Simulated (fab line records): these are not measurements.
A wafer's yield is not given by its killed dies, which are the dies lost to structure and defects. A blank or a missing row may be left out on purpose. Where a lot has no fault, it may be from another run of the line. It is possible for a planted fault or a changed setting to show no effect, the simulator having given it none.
A struck lot beside a sound one ; flow rit cmos ; 45 out of 202 route steps
Sound: these wafers, L223.1, L223.2, L223.4. Struck: wafers L237.3, L237.4, L237.5. Last of all comes the cause.
At each step with rows: each side's tool, then ch and its chambers, then its first start. Under that, the readings that differ: sound wafers ; struck wafers ; difference of the means ; sigmas: that difference in standard deviations of wafers without a fault.
alike: readings with means less than 2 such deviations apart, plus words and numbers identical on both sides. not compared: withheld readings, readings lacking a value on some wafer, bounds such as >300 that could conceal the same value, and numbers that have no deviation in the record and whose values overlap.
A row with sigmas, a row that says differs or no value, or rows on one side alone: a step with any of these is where the two part. Numbers that don't overlap but have no deviation are shown without sigmas and don't part them. Lack of a reading on every wafer of one side parts them only where that side has two or more wafers.

first, 1 step without rows for these wafers: RIT_ACTIVE_DEVELOP_10 (develop time 50 s).
RIT_ACTIVE_CD_MEAS_11 targets a cd of 1400 nm.
  sound on cd sem-01, day 3 12:19; struck on cd sem-01, day 6 09:29
  alike: cd nm
then, 1 step without rows for these wafers: RIT_ACTIVE_HARDBAKE_12 (time 60 s).
RIT_ACTIVE_ETCH_13: etches Si3N4 in SF6, stops on SiO2, time 210 s, target depth 210 nm.
  sound on rie diel-01 ch 0,2,3, day 3 12:35; struck on rie diel-04 ch 1,2, day 6 09:43
  alike: drypump motor current A, oes product au, throttle valve pct
  not compared: rf hours counter h
RIT_ACTIVE_STRIP_14: strips in O2, time 180 s.
  sound on plasma asher-01 ch 0,1, day 3 12:43; struck on plasma asher-02 ch 0,1, day 6 09:54
reading;sound;struck;difference;sigmas
drypump motor current A (A);5.56 6.07 6.06;5.72 5.10 5.11;-0.59;-2
  not compared: rf hours counter h
RIT_ACTIVE_CD_MEAS_90 targets a cd of 1400 nm.
  sound on cd sem-01, day 3 12:53; struck on cd sem-01, day 6 10:04
  alike: cd nm
then, 4 steps without rows for these wafers: RIT_ACTIVE_CLEAN_15 (cleans in SC1, time 600 s); RIT_ACTIVE_CLEAN_16 (cleans in dHF, time 30 s); RIT_ACTIVE_CLEAN_17 (cleans in SC2, time 600 s); RIT_FOX1_OXIDATION_00 (target thk 350.7 nm, ox time 1130 s).
RIT_FOX1_THK_MEAS_01:
  sound on film metro-01, day 3 20:36; struck on film metro-01, day 6 12:20
  alike: FOX1_OXIDE_THK
then, 1 step without rows for these wafers: RIT_FOX1_WET_ETCH_02 (etches SiO2 in BOE, target depth 350 nm, time 390 s).
RIT_FOX2_OXIDATION_00: target thk 350.7 nm, ox time 1130 s.
  sound on furnace-03 ch 0, day 3 20:47; struck on furnace-03 ch 0, day 6 12:47
reading;sound;struck;difference;sigmas
model.SiO2_of_FOX2_OXIDATION_00.thk nm (nm);347.7 341.3 347.9;271 264.3 271;-77;
  alike: spike tc centre C, zone power load pct
RIT_FOX2_THK_MEAS_01:
  sound on film metro-03, day 3 22:05; struck on film metro-01, day 6 14:07
reading;sound;struck;difference;sigmas
FOX2_OXIDE_THK (nm);348 342 348;271 264 271;-77;-12
then, 2 steps without rows for these wafers: RIT_FOX2_CLEAN_02 (cleans in dHF, time 180 s); RIT_FOX2_WET_ETCH_03 (etches Si3N4 in H3PO4, target depth 195 nm, time 2700 s).
RIT_FOX2_THK_MEAS_90:
  sound on film metro-01, day 3 22:58; struck on film metro-01, day 6 15:00
reading;sound;struck;difference;sigmas
FIELD_OXIDE_LEFT_1_THK (nm);320 314 321;244 237 244;-77;-12
then, 6 steps without rows for these wafers: RIT_NWELL_HMDS_00 (prime time 62.45 s); RIT_NWELL_COAT_01 (resist thk 1300 nm); RIT_NWELL_SOFTBAKE_02 (time 60 s); RIT_NWELL_EXPOSE_03 (exposes mask M2, target cd 43900 nm); RIT_NWELL_PEB_04; RIT_NWELL_DEVELOP_05 (develop time 68 s).
RIT_NWELL_OVL_MEAS_06:
  sound on overlay-02, day 4 00:03; struck on overlay-02, day 6 16:03
reading;sound;struck;difference;sigmas
NWELL_OVL (nm);1.7 1.5 0.4;-3.0 -0.8 -1.4;-2.9;-2
then, 2 steps without rows for these wafers: RIT_NWELL_HARDBAKE_07 (time 120 s); RIT_NWELL_IMPLANT_08.
RIT_NWELL_STRIP_09: strips in O2, time 180 s.
  sound on plasma asher-02 ch 0,1, day 4 00:29; struck on plasma asher-02 ch 0,1, day 6 16:32
  alike: drypump motor current A
  not compared: rf hours counter h
RIT_NWELL_TW_MEAS_10:
  sound on film metro-01, day 4 00:40; struck on film metro-04, day 6 16:40
  alike: NWELL_TW
then, 6 steps without rows for these wafers: RIT_PWELL_HMDS_00 (prime time 60 s); RIT_PWELL_COAT_01 (resist thk 1300 nm); RIT_PWELL_SOFTBAKE_02 (time 60 s); RIT_PWELL_EXPOSE_03 (exposes mask M3, target cd 43700 nm); RIT_PWELL_PEB_04; RIT_PWELL_DEVELOP_05 (develop time 68 s).
RIT_PWELL_OVL_MEAS_06:
  sound on overlay-02, day 4 01:44; struck on overlay-02, day 6 17:36
  alike: PWELL_OVL
then, 2 steps without rows for these wafers: RIT_PWELL_HARDBAKE_07 (time 120 s); RIT_PWELL_IMPLANT_08.
RIT_PWELL_STRIP_09: strips in O2, time 180 s.
  sound on plasma asher-01 ch 0,1, day 4 02:10; struck on plasma asher-01 ch 0,1, day 6 18:05
  alike: drypump motor current A
  not compared: rf hours counter h
RIT_PWELL_TW_MEAS_10:
  sound on film metro-01, day 4 02:20; struck on film metro-01, day 6 18:13
  alike: PWELL_TW
then, 1 step without rows for these wafers: RIT_WELLDRIVE_ANNEAL_00 (time 14700 s).
RIT_WELLDRIVE_RS_MEAS_01: measures by four-point-probe.
  sound on film metro-04, day 4 09:20; struck on film metro-01, day 7 02:44
  alike: NWELL_RS
RIT_WELLDRIVE_RS_MEAS_02: measures by four-point-probe.
  sound on film metro-04, day 4 09:27; struck on film metro-01, day 7 02:51
  alike: PWELL_RS
RIT_FOX2_THK_MEAS_91:
  sound on film metro-01, day 4 13:22; struck on film metro-03, day 7 06:50
reading;sound;struck;difference;sigmas
FIELD_OXIDE_LEFT_2_THK (nm);253 246 252;175 169 176;-77;-12
RIT_SILICIDE_WET_ETCH_00: etches SiO2 in BOE, target depth 14 nm, time 15 s.
  sound on wet bench-03 ch 3, day 5 08:26; struck on wet bench-02 ch 2, day 8 13:55
reading;sound;struck;difference;sigmas
model.SiO2_of_FOX2_OXIDATION_00.thk nm (nm);147.5 142.3 148.7;69.74 63.18 70.12;-78.49;
RIT_M1_PROBE_99:
  sound on prober-01, day 5 15:34; struck on prober-02, day 8 20:53
reading;sound;struck;difference;sigmas
model.etest.nldd.width nm (nm);3163 3192 3157;3260 3244 3263;+85;
model.etest.pldd.width nm (nm);3167 3189 3160;3290 3251 3266;+97;
model.etest.pplus sal.width nm (nm);3442 3432 3417;3528 3523 3502;+87;
model.etest.nplus sal.width nm (nm);3422 3423 3412;3509 3515 3486;+84;
model.etest.nmos narrow.drive ua um;222.8 228.7 225.4;247.7 244.5 242.2;+19.2;
model.etest.pwell.rs ohm sq;421.8 418.6 421.7;405.8 402.4 397.9;-18.7;
model.etest.field n.vt v (V);33.89 33.08 33.83;23.7 23.08 23.73;-10.1;
model.etest.field p metal.vt v (V);-27.62 -27.67 -27.85;-36.99 -38.31 -37.55;-9.90;
  alike: killed at front end, killed dies, killed on rim, killed open, killed short

== WHERE THEY PART ==
At RIT_ACTIVE_STRIP_14 first; at RIT_FOX2_THK_MEAS_91 last (within this record only). Later steps at which nothing parts them and some readings are alike: RIT_M1_PROBE_99.

WHY: whatever the simulator had introduced
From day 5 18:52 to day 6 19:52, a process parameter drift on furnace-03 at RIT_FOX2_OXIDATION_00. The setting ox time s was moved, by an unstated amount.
